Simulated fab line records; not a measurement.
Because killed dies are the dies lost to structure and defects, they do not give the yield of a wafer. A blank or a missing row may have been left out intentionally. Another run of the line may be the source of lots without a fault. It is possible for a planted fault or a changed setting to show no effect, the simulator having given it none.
Comparing a struck lot with a sound one :: flow rit-cmos :: 43 steps out of a route of 202
Sound: the wafers L157.1, L157.2, L157.4. Struck: wafer L168.6 (L168.4, L168.5, from the same lot, were not struck and are left out); the cause is given at the end.
Per side, at each step with rows, come the tool, then ch with its chambers, and then its first start. Under that, the readings that differ: sound wafers :: struck wafers :: difference of the means :: sigmas: that difference in standard deviations of wafers without a fault.
alike: words and numbers the same on both sides, and readings whose means are apart by under 2 such deviations; not compared: readings that were withheld, readings missing a value for some wafer, numbers with overlapping values and no deviation given by the record, and bounds like >300 which may hide the same value.
Wherever a step has rows on one side only, a row that says differs or no value, or a row with sigmas, the two part there. Numbers that don't overlap but have no deviation are shown without sigmas and don't part them. A reading that every wafer of one side lacks parts them only if that side has two wafers or more.

first, 1 step without rows for these wafers: RIT_SDANNEAL_RTA_03 (time 5 s).
RIT_SDANNEAL_RS_MEAS_04: measures by four-point-probe.
  struck on film-metro-02, day 6 17:56; sound on film-metro-01, day 4 09:39
  alike: PSD_RS
RIT_SDANNEAL_RS_MEAS_05: measures by four-point-probe.
  struck on film-metro-02, day 6 18:04; sound on film-metro-01, day 4 09:46
  alike: NSD_RS
RIT_SDANNEAL_RS_MEAS_06: measures by four-point-probe.
  struck on film-metro-02, day 6 18:11; sound on film-metro-01, day 4 09:53
  alike: PLDD_RS
RIT_SDANNEAL_RS_MEAS_07: measures by four-point-probe.
  struck on film-metro-02, day 6 18:18; sound on film-metro-01, day 4 10:01
  alike: NLDD_RS
then, 1 step without rows for these wafers: RIT_SILICIDE_WET_ETCH_00 (etches SiO2 in BOE, target depth 14 nm, time 15 s).
RIT_SILICIDE_SPUTTER_01: material Ti, target thk 30 nm, time 240 s.
  struck on pvd-sputter-01, day 6 18:22; sound on pvd-sputter-03, day 4 10:08
  alike: throttle-valve-pct
RIT_SILICIDE_RS_MEAS_02: measures by four-point-probe.
  struck on film-metro-02, day 6 18:35; sound on film-metro-04, day 4 10:17
  alike: SILICIDE_TI_RS
RIT_SILICIDE_THK_MEAS_03: measures by xrf.
  struck on film-metro-02, day 6 18:40; sound on film-metro-04, day 4 10:25
  alike: SILICIDE_TI_THK
then, 2 steps without rows for these wafers: RIT_SILICIDE_RTA_04 (time 10 s, ramp up 5 s, ramp down 5 s); RIT_SILICIDE_WET_ETCH_05 (etches Ti in SPM, time 120 s).
RIT_SILICIDE_RTA_06: time 10 s, ramp up 5 s, ramp down 10 s.
  sound on rtp-anneal-02 ch 0, day 4 10:35; struck on rtp-anneal-01 ch 0, day 6 18:50
  alike: wafer_temp_C_max
RIT_CONTACT_CVD_00: deposits SiO2 from TEOS, target thk 400 nm, time 62.35 s.
  sound on pecvd-01 ch 0,1, day 4 10:39; struck on pecvd-04 ch 0, day 6 18:54
  alike: heater-power-w
RIT_CONTACT_THK_MEAS_01:
  struck on film-metro-01, day 6 18:58; sound on film-metro-01, day 4 10:42
  alike: CONTACT_TEOS_THK
then, 6 steps without rows for these wafers: RIT_CONTACT_HMDS_02 (prime time 60 s); RIT_CONTACT_COAT_03 (resist thk 991.3 nm); RIT_CONTACT_SOFTBAKE_04 (time 60 s); RIT_CONTACT_EXPOSE_05 (exposes mask M11, target cd 1000 nm); RIT_CONTACT_PEB_06; RIT_CONTACT_DEVELOP_07 (develop time 120 s).
RIT_CONTACT_CD_MEAS_08: the cd target is 1000 nm.
  struck on cd-sem-02, day 6 20:01; sound on cd-sem-01, day 4 11:43
  alike: cd-nm
RIT_CONTACT_OVL_MEAS_09:
  struck on overlay-01, day 6 20:05; sound on overlay-02, day 4 11:50
  alike: CONTACT_OVL
then, 2 steps without rows for these wafers: RIT_CONTACT_HARDBAKE_10 (time 60 s); RIT_CONTACT_ETCH_11 (etches SiO2 in CHF3/CF4/Ar, stops on TiSi2, target depth 480 nm, time 320 s).
RIT_CONTACT_STRIP_12: strips in O2, time 180 s.
  sound on plasma-asher-03 ch 0,1, day 4 12:13; struck on plasma-asher-01 ch 0, day 6 20:31
  alike: drypump-motor-current-A
  not compared: rf-hours-counter-h
RIT_CONTACT_CD_MEAS_90: the cd target is 1000 nm.
  struck on cd-sem-01, day 6 20:41; sound on cd-sem-02, day 4 12:24
  alike: cd-nm
then, 2 steps without rows for these wafers: RIT_CONTACT_CLEAN_13 (cleans in SC1, time 600 s); RIT_CONTACT_CLEAN_14 (cleans in SC2, time 600 s).
RIT_M1_SPUTTER_00: material Al, target thk 400 nm, time 500 s.
  struck on pvd-sputter-02, day 6 21:06; sound on pvd-sputter-01, day 4 12:53
  alike: throttle-valve-pct
RIT_M1_RS_MEAS_01: measures by four-point-probe.
  struck on film-metro-01, day 6 21:27; sound on film-metro-01, day 4 13:11
  alike: M1_AL_RS
RIT_M1_THK_MEAS_02: measures by xrf.
  struck on film-metro-01, day 6 21:32; sound on film-metro-01, day 4 13:18
reading: M1_AL_THK (nm)
sound: 402 397 401
struck: 390
difference: -10
sigmas: -2
then, 6 steps without rows for these wafers: RIT_M1_HMDS_03 (prime time 60 s); RIT_M1_COAT_04 (resist thk 1300 nm); RIT_M1_SOFTBAKE_05 (time 60 s); RIT_M1_EXPOSE_06 (exposes mask M12, target cd 2600 nm); RIT_M1_PEB_07; RIT_M1_DEVELOP_08 (develop time 68 s).
RIT_M1_CD_MEAS_09: the cd target is 2600 nm.
  struck on cd-sem-02, day 6 22:50; sound on cd-sem-02, day 4 14:29
  alike: cd-nm
RIT_M1_OVL_MEAS_10:
  struck on overlay-01, day 6 22:55; sound on overlay-01, day 4 14:37
  alike: M1_OVL
then, 1 step without rows for these wafers: RIT_M1_HARDBAKE_11 (time 120 s).
RIT_M1_METAL_ETCH_12: etches Al in Cl2/BCl3, stops on SiO2, time 165 s, target depth 600 nm.
  sound on rie-metal-04 ch 0,1, day 4 15:01; struck on rie-metal-01 ch 1, day 6 23:14
  alike: drypump-motor-current-A, oes-product-au, throttle-valve-pct
  not compared: rf-hours-counter-h
then, 1 step without rows for these wafers: RIT_M1_STRIP_13 (strips in nmp, time 600 s).
RIT_M1_PROBE_99:
  struck on prober-01, day 7 02:28; sound on prober-02, day 4 17:16
reading: killed-at-contacts
sound: 0 0 0
struck: 40
difference: +40
sigmas: +99 or more

reading: killed-dies
sound: 9 6 9
struck: 47
difference: +39
sigmas: +13

reading: killed-on-rim
sound: 1 0 5
struck: 5
difference: +3
sigmas: +2
  alike: killed-at-front-end, killed-open, killed-short

## WHERE THEY PART
First at RIT_M1_THK_MEAS_02; last, within this record, at RIT_M1_PROBE_99.

WHY: what had been put in by the simulator
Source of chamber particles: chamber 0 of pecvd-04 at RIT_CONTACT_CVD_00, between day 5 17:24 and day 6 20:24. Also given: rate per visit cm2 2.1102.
